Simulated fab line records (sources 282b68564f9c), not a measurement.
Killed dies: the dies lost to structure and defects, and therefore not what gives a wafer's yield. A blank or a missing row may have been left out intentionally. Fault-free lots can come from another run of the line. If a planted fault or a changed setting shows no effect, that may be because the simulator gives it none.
fab line records | flow rit_cmos
record lots=6 | wafers=18 | last_day=7
route steps=202 shown SPACER@127 NSD@131 PSD@142 SDANNEAL@153 PLDD@159 M1@202
lots that met no fault: from a run of the same line without faults
start_h: the number of hours between the record's first day and the start of the first shown wafer of the lot | wait_h: time in hours since the lot's previous step | " as in the row above | L1.1+2: one row covering several wafers at once | - either no value or no given start | * or withheld: withheld | < > ~ a bound
route shown NAME@n: a module of which the file shows steps, and the number in the route of the first | usual: mean/standard deviation taken from wafers without a fault | same: alike in all rows | chamber/n: place in a boat | sites: the reading at each site | _std_site: the values' standard deviation | _edge_site: mean of outer sites minus mean of inner sites | radius_mm: for every site, how far away it sits from the centre of the wafer | mask NAME#n: copy n | behind: the tool/chamber that last shaped the wafer | hold: why the lot was held/for how many hours/how that ended | device: whichever transistor did not switch (one of n, p or np) | end of line: the tests these same wafers got at the end of their route | where a step has no rows: the recipe by itself | killed: the dies lost at the first sort to structure and to defects; this is not the yield of the wafer | map: a wafer's dies, marking killed ones x, the rest . and places with no die _
set.NAME: the run value of the setting; set.NAME@STEP: its run value at that earlier step | model.NAME: the simulator's own value behind a step, which no gauge read
a table for each step, a row for each wafer; lots at some steps of the route
services: from which hour (start_h, from the record's first day; less than 0 if before it) a tool's chamber was out of use, for how many hours, and why
## steps
# step RIT_SPACER_CLEAN_02
# recipe chemistry=SC2 | mix=3:3:50 | time_s=600 | temp_c=75 | dry=n2_spin
# step RIT_SPACER_CVD_03
# recipe material=Si3N4 | target_thk_nm=250 | temp_c=810 | precursor=SiH2Cl2/NH3 | time_s=3300 | pressure_mtorr=300 | sih2cl2_flow_sccm=60 | nh3_flow_sccm=150
# step RIT_SPACER_THK_MEAS_04
# recipe reads=Si3N4_of_SPACER_CVD_03
# usual SPACER_NITRIDE_THK=247.8/2.6
lot.wafer | tool          | chamber | start_h | wait_h | SPACER_NITRIDE_THK[nm]
L676.1    | film_metro-04 | -       | 51.56   | 0.0    | 249.0
L676.5    | "             | -       | "       | "      | 246.6
L676.6    | "             | -       | "       | "      | 247.1
L677.1    | film_metro-04 | -       | 56.32   | 0.0    | 247.6
L677.5    | "             | -       | "       | "      | 249.3
L677.6    | "             | -       | "       | "      | 251.7
L690.2    | film_metro-01 | -       | 124.58  | 0.0    | 243.5
L690.5    | "             | -       | "       | "      | 244.1
L690.6    | "             | -       | "       | "      | 243.6
L691.1    | film_metro-01 | -       | 127.01  | 0.0    | 250.5
L691.2    | "             | -       | "       | "      | 249.8
L691.3    | "             | -       | "       | "      | 249.3
L692.3    | film_metro-01 | -       | 130.75  | 0.0    | 243.3
L692.4    | "             | -       | "       | "      | 244.8
L692.6    | "             | -       | "       | "      | 243.6
L697.2    | film_metro-02 | -       | 157.59  | 0.0    | 250.5
L697.3    | "             | -       | "       | "      | 249.4
L697.6    | "             | -       | "       | "      | 248.9
# step RIT_SPACER_ETCHBACK_05
# recipe target_depth_a=2500 | SF6_flow_sccm=30 | CHF3_flow_sccm=30 | target=Si3N4 | chemistry=SF6/CHF3 | pressure_mtorr=40 | rf_w=250 | time_s=240 | stop_on=SiO2
# usual drypump_motor_current_A=5.7/0.34 | oes_product_au=0.839/0.018 | throttle_valve_pct=10.34/0.2
lot.wafer | tool        | chamber | start_h | wait_h | drypump_motor_current_A | oes_product_au | rf_hours_counter_h | throttle_valve_pct
L676.1    | rie_diel-01 | 3       | 51.62   | 0.1    | 6.2                     | 0.846          | 2                  | 10.04
L676.5    | "           | 1       | "       | "      | 5.6                     | 0.835          | -                  | 10.56
L676.6    | "           | 0       | "       | "      | 5.6                     | 0.874          | -                  | 10.55
L677.1    | rie_diel-04 | 1       | 56.38   | 0.1    | 5.3                     | 0.842          | 2                  | 10.36
L677.5    | "           | 1       | "       | "      | 5.3                     | 0.856          | -                  | 10.36
L677.6    | "           | 0       | "       | "      | 6.3                     | 0.864          | -                  | 10.40
L690.2    | rie_diel-01 | 1       | 124.63  | 0.0    | 5.6                     | 0.832          | 87                 | 10.56
L690.5    | "           | 3       | "       | "      | 6.2                     | 0.826          | -                  | 10.05
L690.6    | "           | 0       | "       | "      | 5.6                     | 0.857          | -                  | 10.56
L691.1    | rie_diel-04 | 0       | 127.07  | 0.1    | 6.3                     | 0.863          | 8                  | 10.39
L691.2    | "           | 3       | "       | "      | 5.8                     | 0.830          | 44                 | 10.03
L691.3    | "           | 1       | "       | "      | 5.3                     | 0.838          | 3                  | 10.35
L692.3    | rie_diel-02 | 2       | 130.79  | 0.0    | 5.6                     | 0.838          | 114                | 10.04
L692.4    | "           | 0       | "       | "      | 5.9                     | 0.809          | -                  | 10.32
L692.6    | "           | 1       | "       | "      | 5.2                     | 0.818          | -                  | 10.26
L697.2    | rie_diel-01 | 0       | 157.64  | 0.0    | 5.6                     | 0.877          | 6                  | 10.53
L697.3    | "           | 2       | "       | "      | 6.0                     | 0.853          | 87                 | 10.29
L697.6    | "           | 1       | "       | "      | 5.6                     | 0.837          | -                  | 10.55
# step RIT_NSD_HMDS_00
# recipe prime_time_s=60 | prime_temp_c=140
# step RIT_NSD_COAT_01
# recipe resist=NOVOLAK | spin_rpm=3250 | resist_thk_nm=1000
# step RIT_NSD_SOFTBAKE_02
# recipe resist=NOVOLAK | temp_c=90 | time_s=60
# step RIT_NSD_EXPOSE_03
# recipe mask_id=M9 | na=0.57 | target_cd_nm=40700 | dose_mj=250
# step RIT_NSD_PEB_04
# recipe resist=NOVOLAK | temp_c=withheld | time_s=withheld
# step RIT_NSD_DEVELOP_05
# recipe resist=NOVOLAK | develop_time_s=50 | dev_temp_c=23
# step RIT_NSD_OVL_MEAS_06
# usual NSD_OVL=-1.0/1.3
lot.wafer | tool       | chamber | start_h | wait_h | NSD_OVL[nm]
L676.1    | overlay-01 | -       | 52.74   | -      | -2.6
L676.5    | "          | -       | "       | "      | -1.4
L676.6    | "          | -       | "       | "      | -1.6
L677.1    | overlay-01 | -       | 57.38   | -      | -1.1
L677.5    | "          | -       | "       | "      | -2.1
L677.6    | "          | -       | "       | "      | -1.2
L690.2    | overlay-01 | -       | 125.91  | -      | -2.0
L690.5    | "          | -       | "       | "      | -0.3
L690.6    | "          | -       | "       | "      | -0.6
L691.1    | overlay-01 | -       | 128.20  | -      | -0.8
L691.2    | "          | -       | "       | "      | -0.8
L691.3    | "          | -       | "       | "      | -0.6
L692.3    | overlay-01 | -       | 131.81  | -      | -1.8
L692.4    | "          | -       | "       | "      | -3.5
L692.6    | "          | -       | "       | "      | -3.0
L697.2    | overlay-01 | -       | 159.00  | -      | -1.3
L697.3    | "          | -       | "       | "      | -1.0
L697.6    | "          | -       | "       | "      | -1.5
# step RIT_NSD_HARDBAKE_07
# recipe resist=NOVOLAK | temp_c=140 | time_s=60
# step RIT_NSD_IMPLANT_08
# recipe species=P | energy_kev=25 | dose_cm2=1e+15 | tilt_deg=7
# usual beam_energy_keV=24.999/0.0085 | tilt_deg=6.995/0.019
lot.wafer | tool         | chamber | start_h | wait_h | beam_energy_keV | tilt_deg
L676.1    | implanter-02 | 0       | 52.93   | 0.1    | 24.992          | 6.998
L676.5    | "            | 0       | "       | "      | 25.002          | 7.008
L676.6    | "            | 0       | "       | "      | 25.000          | 6.995
L677.1    | implanter-03 | 0       | 57.57   | 0.1    | 24.997          | 6.988
L677.5    | "            | 0       | "       | "      | 25.002          | 6.996
L677.6    | "            | 0       | "       | "      | 24.998          | 7.007
L690.2    | implanter-02 | 0       | 126.20  | 0.1    | 25.009          | 6.975
L690.5    | "            | 0       | "       | "      | 25.000          | 6.985
L690.6    | "            | 0       | "       | "      | 24.997          | 6.986
L691.1    | implanter-02 | 0       | 128.38  | 0.1    | 25.004          | 6.999
L691.2    | "            | 0       | "       | "      | 25.001          | 7.031
L691.3    | "            | 0       | "       | "      | 25.013          | 7.006
L692.3    | implanter-04 | 0       | 132.03  | 0.1    | 25.006          | 6.981
L692.4    | "            | 0       | "       | "      | 25.010          | 6.985
L692.6    | "            | 0       | "       | "      | 24.995          | 6.980
L697.2    | implanter-03 | 0       | 159.21  | 0.1    | 24.997          | 6.983
L697.3    | "            | 0       | "       | "      | 24.989          | 6.984
L697.6    | "            | 0       | "       | "      | 24.995          | 7.005
# step RIT_NSD_STRIP_09
# recipe chemistry=O2 | time_s=180 | resist=NOVOLAK | platen_temp_c=withheld | power_w=500 | pressure_mtorr=4000 | o2_flow_sccm=4000
# usual drypump_motor_current_A=5.4/0.4
lot.wafer | tool            | chamber | start_h | wait_h | drypump_motor_current_A | rf_hours_counter_h
L676.1    | plasma_asher-03 | 1       | 53.08   | 0.1    | 5.9                     | 38
L676.5    | "               | 1       | "       | "      | 5.9                     | -
L676.6    | "               | 0       | "       | "      | 4.9                     | -
L677.1    | plasma_asher-02 | 0       | 57.72   | 0.1    | 5.4                     | 42
L677.5    | "               | 1       | "       | "      | 5.5                     | -
L677.6    | "               | 0       | "       | "      | 5.4                     | -
L690.2    | plasma_asher-01 | 0       | 126.32  | 0.1    | 5.7                     | 33
L690.5    | "               | 0       | "       | "      | 5.7                     | -
L690.6    | "               | 1       | "       | "      | 4.9                     | -
L691.1    | plasma_asher-02 | 1       | 128.53  | 0.1    | 5.5                     | 1
L691.2    | "               | 0       | "       | "      | 5.4                     | 1
L691.3    | "               | 1       | "       | "      | 5.5                     | -
L692.3    | plasma_asher-02 | 1       | 132.19  | 0.1    | 5.5                     | -
L692.4    | "               | 0       | "       | "      | 5.4                     | -
L692.6    | "               | 1       | "       | "      | 5.5                     | -
L697.2    | plasma_asher-03 | 0       | 159.33  | 0.1    | 4.9                     | 50
L697.3    | "               | 1       | "       | "      | 5.9                     | -
L697.6    | "               | 1       | "       | "      | 5.9                     | -
# step RIT_NSD_TW_MEAS_10
# usual NSD_TW=3135/24
lot.wafer | tool          | chamber | start_h | wait_h | NSD_TW
L676.1    | film_metro-04 | -       | 53.25   | 0.1    | 3142
L676.5    | "             | -       | "       | "      | 3150
L676.6    | "             | -       | "       | "      | 3172
L677.1    | film_metro-01 | -       | 57.90   | 0.1    | 3078
L677.5    | "             | -       | "       | "      | 3091
L677.6    | "             | -       | "       | "      | 3084
L690.2    | film_metro-01 | -       | 126.51  | 0.1    | 3103
L690.5    | "             | -       | "       | "      | 3090
L690.6    | "             | -       | "       | "      | 3099
L691.1    | film_metro-04 | -       | 128.71  | 0.1    | 3132
L691.2    | "             | -       | "       | "      | 3135
L691.3    | "             | -       | "       | "      | 3142
L692.3    | film_metro-04 | -       | 132.32  | 0.1    | 3136
L692.4    | "             | -       | "       | "      | 3151
L692.6    | "             | -       | "       | "      | 3117
L697.2    | film_metro-03 | -       | 159.52  | 0.1    | 3130
L697.3    | "             | -       | "       | "      | 3149
L697.6    | "             | -       | "       | "      | 3143
# step RIT_PSD_HMDS_00
# recipe prime_time_s=60 | prime_temp_c=140
# step RIT_PSD_COAT_01
# recipe resist=NOVOLAK | spin_rpm=3250 | resist_thk_nm=1000
# step RIT_PSD_SOFTBAKE_02
# recipe resist=NOVOLAK | temp_c=90 | time_s=60
# step RIT_PSD_EXPOSE_03
# recipe mask_id=M10 | na=0.57 | target_cd_nm=40900 | dose_mj=250
# step RIT_PSD_PEB_04
# recipe resist=NOVOLAK | temp_c=withheld | time_s=withheld
# step RIT_PSD_DEVELOP_05
# recipe resist=NOVOLAK | develop_time_s=50 | dev_temp_c=23
# step RIT_PSD_OVL_MEAS_06
# usual PSD_OVL=-0.9/1.2
lot.wafer | tool       | chamber | start_h | wait_h | PSD_OVL[nm]
L676.1    | overlay-01 | -       | 54.16   | -      | -2.0
L676.5    | "          | -       | "       | "      | -2.0
L676.6    | "          | -       | "       | "      | -1.1
L677.1    | overlay-02 | -       | 58.81   | -      | 0.6
L677.5    | "          | -       | "       | "      | 0.3
L677.6    | "          | -       | "       | "      | -0.1
L690.2    | overlay-01 | -       | 127.59  | -      | -1.5
L690.5    | "          | -       | "       | "      | -1.6
L690.6    | "          | -       | "       | "      | -2.0
L691.1    | overlay-02 | -       | 129.62  | -      | -1.5
L691.2    | "          | -       | "       | "      | -0.7
L691.3    | "          | -       | "       | "      | -1.3
L692.3    | overlay-01 | -       | 133.39  | -      | -2.4
L692.4    | "          | -       | "       | "      | -1.6
L692.6    | "          | -       | "       | "      | -2.2
L697.2    | overlay-02 | -       | 160.42  | -      | -1.3
L697.3    | "          | -       | "       | "      | -0.3
L697.6    | "          | -       | "       | "      | -0.3
# step RIT_PSD_HARDBAKE_07
# recipe resist=NOVOLAK | temp_c=140 | time_s=60
# step RIT_PSD_IMPLANT_08
# recipe species=BF2 | energy_kev=27 | dose_cm2=5e+15 | tilt_deg=7
# step RIT_PSD_STRIP_09
# recipe chemistry=O2 | time_s=180 | resist=NOVOLAK | platen_temp_c=withheld | power_w=500 | pressure_mtorr=4000 | o2_flow_sccm=4000
# usual drypump_motor_current_A=5.6/0.51
lot.wafer | tool            | chamber | start_h | wait_h | drypump_motor_current_A | rf_hours_counter_h
L676.1    | plasma_asher-02 | 1       | 54.50   | 0.1    | 5.5                     | 41
L676.5    | "               | 0       | "       | "      | 5.4                     | -
L676.6    | "               | 1       | "       | "      | 5.5                     | -
L677.1    | plasma_asher-02 | 0       | 59.14   | 0.1    | 5.4                     | 42
L677.5    | "               | 0       | "       | "      | 5.4                     | -
L677.6    | "               | 1       | "       | "      | 5.5                     | -
L690.2    | plasma_asher-03 | 1       | 127.95  | 0.1    | 5.9                     | 46
L690.5    | "               | 0       | "       | "      | 4.9                     | -
L690.6    | "               | 1       | "       | "      | 5.9                     | -
L691.1    | plasma_asher-04 | 1       | 129.95  | 0.1    | 6.3                     | 52
L691.2    | "               | 0       | "       | "      | 6.3                     | 52
L691.3    | "               | 1       | "       | "      | 6.3                     | -
L692.3    | plasma_asher-04 | 1       | 133.77  | 0.1    | 6.3                     | -
L692.4    | "               | 0       | "       | "      | 6.3                     | -
L692.6    | "               | 1       | "       | "      | 6.3                     | -
L697.2    | plasma_asher-02 | 0       | 160.84  | 0.1    | 5.4                     | 5
L697.3    | "               | 0       | "       | "      | 5.4                     | -
L697.6    | "               | 0       | "       | "      | 5.4                     | -
# step RIT_PSD_TW_MEAS_10
# usual PSD_TW=3439/28
lot.wafer | tool          | chamber | start_h | wait_h | PSD_TW
L676.1    | film_metro-01 | -       | 54.67   | 0.1    | 3384
L676.5    | "             | -       | "       | "      | 3407
L676.6    | "             | -       | "       | "      | 3415
L677.1    | film_metro-01 | -       | 59.32   | 0.1    | 3383
L677.5    | "             | -       | "       | "      | 3396
L677.6    | "             | -       | "       | "      | 3406
L690.2    | film_metro-01 | -       | 128.14  | 0.1    | 3417
L690.5    | "             | -       | "       | "      | 3410
L690.6    | "             | -       | "       | "      | 3421
L691.1    | film_metro-03 | -       | 130.13  | 0.1    | 3451
L691.2    | "             | -       | "       | "      | 3449
L691.3    | "             | -       | "       | "      | 3452
L692.3    | film_metro-01 | -       | 133.91  | 0.1    | 3418
L692.4    | "             | -       | "       | "      | 3396
L692.6    | "             | -       | "       | "      | 3407
L697.2    | film_metro-01 | -       | 161.03  | 0.1    | 3416
L697.3    | "             | -       | "       | "      | 3409
L697.6    | "             | -       | "       | "      | 3407
# step RIT_SDANNEAL_CLEAN_00
# recipe chemistry=SC1 | mix=3:3:50 | time_s=600 | temp_c=75
# step RIT_SDANNEAL_CLEAN_01
# recipe chemistry=dHF | dilution=50:1 | time_s=30
# step RIT_SDANNEAL_CLEAN_02
# recipe chemistry=SC2 | mix=3:3:50 | time_s=600 | temp_c=75 | dry=n2_spin
# step RIT_SDANNEAL_RTA_03
# recipe temp_c=1050 | time_s=5 | idle_temp_c=600 | ramp_up_c_per_s=342 | ramp_down_c_per_s=171 | cool_to_c=600 | ambient=N2
# usual wafer_temp_C_max=1053.7/1.3
lot.wafer | tool          | chamber | start_h | wait_h | wafer_temp_C_max
L676.1    | rtp_anneal-02 | 0       | 55.12   | 0.0    | 1053.8
L676.5    | "             | 0       | "       | "      | 1055.3
L676.6    | "             | 0       | "       | "      | 1053.5
L677.1    | rtp_anneal-01 | 0       | 59.81   | 0.0    | 1053.6
L677.5    | "             | 0       | "       | "      | 1052.4
L677.6    | "             | 0       | "       | "      | 1056.6
L690.2    | rtp_anneal-02 | 0       | 128.57  | 0.0    | 1054.8
L690.5    | "             | 0       | "       | "      | 1054.0
L690.6    | "             | 0       | "       | "      | 1053.5
L691.1    | rtp_anneal-01 | 0       | 130.56  | 0.0    | 1053.5
L691.2    | "             | 0       | "       | "      | 1052.3
L691.3    | "             | 0       | "       | "      | 1053.0
L692.3    | rtp_anneal-02 | 0       | 134.33  | 0.0    | 1053.4
L692.4    | "             | 0       | "       | "      | 1054.8
L692.6    | "             | 0       | "       | "      | 1052.1
L697.2    | rtp_anneal-01 | 0       | 161.49  | 0.0    | 1055.2
L697.3    | "             | 0       | "       | "      | 1055.2
L697.6    | "             | 0       | "       | "      | 1053.7
# step RIT_SDANNEAL_RS_MEAS_04
# recipe thk_meas_gauge=four-point-probe
# usual PSD_RS=115.89/0.26
lot.wafer | tool          | chamber | start_h | wait_h | PSD_RS[ohm/sq]
L676.1    | film_metro-01 | -       | 55.17   | 0.0    | 115.93
L676.5    | "             | -       | "       | "      | 115.67
L676.6    | "             | -       | "       | "      | 115.55
L677.1    | film_metro-01 | -       | 59.87   | 0.0    | 116.37
L677.5    | "             | -       | "       | "      | 116.19
L677.6    | "             | -       | "       | "      | 116.04
L690.2    | film_metro-03 | -       | 128.63  | 0.1    | 116.03
L690.5    | "             | -       | "       | "      | 115.65
L690.6    | "             | -       | "       | "      | 115.90
L691.1    | film_metro-04 | -       | 130.61  | 0.0    | 115.73
L691.2    | "             | -       | "       | "      | 115.79
L691.3    | "             | -       | "       | "      | 115.73
L692.3    | film_metro-03 | -       | 134.41  | 0.1    | 116.05
L692.4    | "             | -       | "       | "      | 116.23
L692.6    | "             | -       | "       | "      | 115.88
L697.2    | film_metro-03 | -       | 161.56  | 0.1    | 115.91
L697.3    | "             | -       | "       | "      | 115.62
L697.6    | "             | -       | "       | "      | 115.85
# step RIT_SDANNEAL_RS_MEAS_05
# recipe thk_meas_gauge=four-point-probe
# usual NSD_RS=84.6/0.31
lot.wafer | tool          | chamber | start_h | wait_h | NSD_RS[ohm/sq]
L676.1    | film_metro-01 | -       | 55.29   | 0.1    | 84.6
L676.5    | "             | -       | "       | "      | 85.1
L676.6    | "             | -       | "       | "      | 84.7
L677.1    | film_metro-01 | -       | 59.99   | 0.1    | 84.2
L677.5    | "             | -       | "       | "      | 84.2
L677.6    | "             | -       | "       | "      | 84.1
L690.2    | film_metro-03 | -       | 128.75  | 0.1    | -
L690.5    | "             | -       | "       | "      | -
L690.6    | "             | -       | "       | "      | -
L691.1    | film_metro-04 | -       | 130.73  | 0.1    | -
L691.2    | "             | -       | "       | "      | -
L691.3    | "             | -       | "       | "      | -
L692.3    | film_metro-03 | -       | 134.53  | 0.1    | 84.7
L692.4    | "             | -       | "       | "      | 84.9
L692.6    | "             | -       | "       | "      | 84.7
L697.2    | film_metro-03 | -       | 161.68  | 0.1    | 85.0
L697.3    | "             | -       | "       | "      | 84.8
L697.6    | "             | -       | "       | "      | 84.9
# step RIT_SDANNEAL_RS_MEAS_06
# recipe thk_meas_gauge=four-point-probe
# usual PLDD_RS=178.7/0.47
lot.wafer | tool          | chamber | start_h | wait_h | PLDD_RS[ohm/sq]
L676.1    | film_metro-01 | -       | 55.41   | 0.1    | 179.2
L676.5    | "             | -       | "       | "      | 179.3
L676.6    | "             | -       | "       | "      | 179.2
L677.1    | film_metro-01 | -       | 60.11   | 0.1    | 178.9
L677.5    | "             | -       | "       | "      | 179.2
L677.6    | "             | -       | "       | "      | 178.5
L690.2    | film_metro-03 | -       | 128.87  | 0.1    | 179.6
L690.5    | "             | -       | "       | "      | 178.8
L690.6    | "             | -       | "       | "      | 178.9
L691.1    | film_metro-04 | -       | 130.85  | 0.1    | 178.5
L691.2    | "             | -       | "       | "      | 178.2
L691.3    | "             | -       | "       | "      | 178.2
L692.3    | film_metro-03 | -       | 134.65  | 0.1    | 178.8
L692.4    | "             | -       | "       | "      | 179.0
L692.6    | "             | -       | "       | "      | 179.4
L697.2    | film_metro-03 | -       | 161.80  | 0.1    | 178.9
L697.3    | "             | -       | "       | "      | 178.6
L697.6    | "             | -       | "       | "      | 179.0
# step RIT_M1_PROBE_99
# usual killed_at_M0_to_M3=0.0/0.14 | killed_at_front_end=7/3 | killed_dies=7/3 | killed_open=3.5/2 | killed_short=3.6/2.1
# same gross_dies=264 | killed_at_M4_up=0 | killed_at_back_side=0 | killed_at_contacts=0 | killed_at_other=0
lot.wafer | tool      | chamber | start_h | wait_h | killed_at_M0_to_M3 | killed_at_front_end | killed_dies | killed_open | killed_short | model.etest.diode_nplus_pwell.bv_v | model.etest.nmos_0p15.bv_v | model.etest.nmos_0p3.bv_v | model.etest.diode_nplus_pwell.cj_ff_um2 | model.etest.diode_nplus_comb.cj_ff_um2
L676.1    | prober-02 | -       | 62.53   | 0.1    | 0                  | 11                  | 11          | 6           | 5            | 6.027                              | 5.513                      | 5.513                     | 2.062                                   | 2.621
L676.5    | prober-02 | -       | 62.73   | 0.2    | 0                  | 3                   | 3           | 2           | 1            | 5.996                              | 5.497                      | 5.497                     | 2.059                                   | 2.65
L676.6    | prober-02 | -       | 62.78   | 0.2    | 0                  | 7                   | 7           | 4           | 3            | 6.044                              | 5.544                      | 5.544                     | 2.062                                   | 2.635
L677.1    | prober-01 | -       | 68.47   | 0.1    | 0                  | 12                  | 12          | 8           | 4            | 5.917                              | 5.498                      | 5.498                     | 2.073                                   | 2.62
L677.5    | prober-01 | -       | 68.67   | 0.2    | 0                  | 15                  | 15          | 7           | 8            | 5.987                              | 5.504                      | 5.504                     | 2.065                                   | 2.611
L677.6    | prober-01 | -       | 68.72   | 0.2    | 0                  | 8                   | 8           | 4           | 4            | 5.947                              | 5.487                      | 5.487                     | 2.086                                   | 2.648
L690.2    | prober-02 | -       | 137.00  | 0.1    | 0                  | 8                   | 8           | 5           | 3            | 5.714                              | 5.334                      | 5.334                     | 2.163                                   | 2.754
L690.5    | prober-02 | -       | 137.15  | 0.2    | 0                  | 4                   | 4           | 3           | 1            | 5.757                              | 5.365                      | 5.365                     | 2.17                                    | 2.726
L690.6    | prober-02 | -       | 137.20  | 0.2    | 0                  | 12                  | 12          | 10          | 2            | 5.787                              | 5.37                       | 5.37                      | 2.149                                   | 2.749
L691.1    | prober-01 | -       | 139.22  | 0.1    | 0                  | 6                   | 6           | 1           | 5            | 5.696                              | 5.352                      | 5.352                     | 2.159                                   | 2.713
L691.2    | prober-01 | -       | 139.27  | 0.1    | 0                  | 4                   | 4           | 1           | 3            | 5.738                              | 5.383                      | 5.383                     | 2.163                                   | 2.719
L691.3    | prober-01 | -       | 139.32  | 0.2    | 0                  | 11                  | 11          | 6           | 5            | 5.781                              | 5.431                      | 5.431                     | 2.139                                   | 2.704
L692.3    | prober-02 | -       | 141.83  | 0.2    | 0                  | 8                   | 8           | 3           | 5            | 6.011                              | 5.546                      | 5.546                     | 2.067                                   | 2.65
L692.4    | prober-02 | -       | 141.88  | 0.2    | 0                  | 8                   | 8           | 4           | 4            | 6.021                              | 5.547                      | 5.547                     | 2.072                                   | 2.654
L692.6    | prober-02 | -       | 141.98  | 0.2    | 0                  | 5                   | 5           | 3           | 2            | 5.98                               | 5.525                      | 5.525                     | 2.055                                   | 2.642
L697.2    | prober-02 | -       | 168.99  | 0.1    | 1                  | 3                   | 4           | 2           | 2            | 5.989                              | 5.482                      | 5.482                     | 2.07                                    | 2.651
L697.3    | prober-02 | -       | 169.04  | 0.2    | 0                  | 7                   | 7           | 4           | 3            | 5.958                              | 5.439                      | 5.439                     | 2.079                                   | 2.645
L697.6    | prober-02 | -       | 169.19  | 0.2    | 0                  | 4                   | 4           | 2           | 2            | 5.984                              | 5.476                      | 5.476                     | 2.076                                   | 2.663
# killed by level:class
L676.1 GATE:geometric_particle:open=4 FOX1:geometric_particle:short=3 REOX:geometric_particle:open=2 REOX:geometric_particle:short=1 SILICIDE:geometric_particle:short=1
L676.5 GATE:geometric_particle:open=2 REOX:geometric_particle:short=1
L676.6 FOX2:geometric_particle:short=2 GATE:geometric_particle:open=2 FOX1:geometric_particle:open=1 FOX2:geometric_particle:open=1 GATE:geometric_particle:short=1
L677.1 GATE:geometric_particle:open=6 GATE:geometric_particle:short=4 FOX1:geometric_particle:open=1 SPACER:geometric_particle:open=1
L677.5 GATE:geometric_particle:short=4 FOX1:geometric_particle:open=3 GATE:geometric_particle:open=3 FOX1:geometric_particle:short=1 FOX2:geometric_particle:short=1 SPACER:geometric_particle:short=1 SILICIDE:geometric_particle:short=1 SILICIDE:geometric_particle:open=1
L677.6 GATE:geometric_particle:short=3 FOX1:geometric_particle:open=1 GATE:geometric_particle:open=1 REOX:geometric_particle:open=1 SPACER:geometric_particle:open=1 SILICIDE:geometric_particle:short=1
L690.2 FOX1:geometric_particle:open=3 GATE:geometric_particle:short=2 REOX:geometric_particle:open=1 SILICIDE:geometric_particle:short=1 SILICIDE:geometric_particle:open=1
L690.5 REOX:geometric_particle:open=2 FOX1:geometric_particle:open=1 REOX:geometric_particle:short=1
L690.6 GATE:geometric_particle:open=7 SILICIDE:geometric_particle:open=2 FOX1:geometric_particle:short=1 SPACER:geometric_particle:open=1 SPACER:geometric_particle:short=1
L691.1 FOX1:geometric_particle:short=2 REOX:geometric_particle:short=2 FOX2:geometric_particle:short=1 REOX:geometric_particle:open=1
L691.2 GATE:geometric_particle:short=2 SPACER:geometric_particle:short=1 SPACER:geometric_particle:open=1
L691.3 SPACER:geometric_particle:short=4 GATE:geometric_particle:open=3 SPACER:geometric_particle:open=2 FOX1:geometric_particle:short=1 REOX:geometric_particle:open=1
L692.3 SPACER:geometric_particle:short=2 FOX1:geometric_particle:short=1 GATE:geometric_particle:short=1 GATE:geometric_particle:open=1 REOX:geometric_particle:short=1 SPACER:geometric_particle:open=1 SILICIDE:geometric_particle:open=1
L692.4 FOX1:geometric_particle:open=2 GATE:geometric_particle:short=2 GATE:geometric_particle:open=1 REOX:geometric_particle:short=1 SPACER:geometric_particle:short=1 SPACER:geometric_particle:open=1
L692.6 SPACER:geometric_particle:open=2 FOX1:geometric_particle:open=1 SPACER:geometric_particle:short=1 SILICIDE:geometric_particle:short=1
L697.2 FOX2:geometric_particle:open=1 REOX:geometric_particle:open=1 SPACER:geometric_particle:short=1 M1:geometric_particle:short=1
L697.3 REOX:geometric_particle:open=2 REOX:geometric_particle:short=2 FOX1:geometric_particle:open=1 GATE:geometric_particle:open=1 SPACER:geometric_particle:short=1
L697.6 GATE:geometric_particle:open=1 GATE:geometric_particle:short=1 SPACER:geometric_particle:open=1 SPACER:geometric_particle:short=1
## services
tool            | chamber | start_h | hours | kind
rie_diel-02     | -       | 37.16   | 0.4   | repair
implanter-02    | -       | 47.28   | 2.8   | repair
rie_diel-04     | -       | 67.93   | 1.0   | repair
rie_diel-04     | -       | 73.75   | 15.6  | pm
rie_diel-01     | 3       | 85.81   | 8.4   | repair
rie_diel-02     | 1       | 97.48   | 7.5   | repair
plasma_asher-01 | -       | 98.37   | 0.4   | repair
plasma_asher-01 | -       | 103.03  | 2.8   | pm
rie_diel-02     | 1       | 105.38  | 5.0   | repair
plasma_asher-02 | -       | 108.75  | 9.0   | pm
plasma_asher-02 | 0       | 108.75  | 9.0   | vent_cycle
plasma_asher-02 | 1       | 108.75  | 9.0   | vent_cycle
plasma_asher-02 | 0       | 117.75  | -     | clean
plasma_asher-02 | 1       | 117.75  | -     | clean
rie_diel-02     | 3       | 124.14  | 9.1   | repair
plasma_asher-04 | -       | 125.04  | 2.2   | repair
implanter-03    | -       | 125.97  | 4.0   | repair
rie_diel-01     | 2       | 144.34  | 9.7   | repair
implanter-02    | -       | 148.14  | 3.6   | pm
implanter-02    | -       | 152.15  | 3.1   | repair
rie_diel-01     | -       | 158.37  | 2.4   | repair
## key
first_sign step=RIT_SDANNEAL_RS_MEAS_05 | reading=NSD_RS | direction=missing
effect none on later readings
model_effect step=RIT_M1_PROBE_99 | value=etest.diode_nplus_pwell.bv_v | without=5.948 | struck=5.745
met_at RIT_NSD_IMPLANT_08
struck_wafers L690.2,L690.5,L690.6,L691.1,L691.2,L691.3
tester_left_out L690,L691
onset_between 52.93 126.20
fault kind=process_parameter_drift | tool=implanter-02 | chamber=- | onset_h=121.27 | steps=RIT_NSD_IMPLANT_08 | channel=tilt_deg | offset=8 | spread_by_wafer=0.3 | shape=step | end_h=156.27 | acts_in=these_recipes_only | stated=7
# tester_left_out: of these lots the tester's yield and bins aren't shown, on N5 and GAA mostly nor the transistor test; their killed dies are dies lost to structure and defects alone, not to doping, threshold or leakage, so they don't give the yield
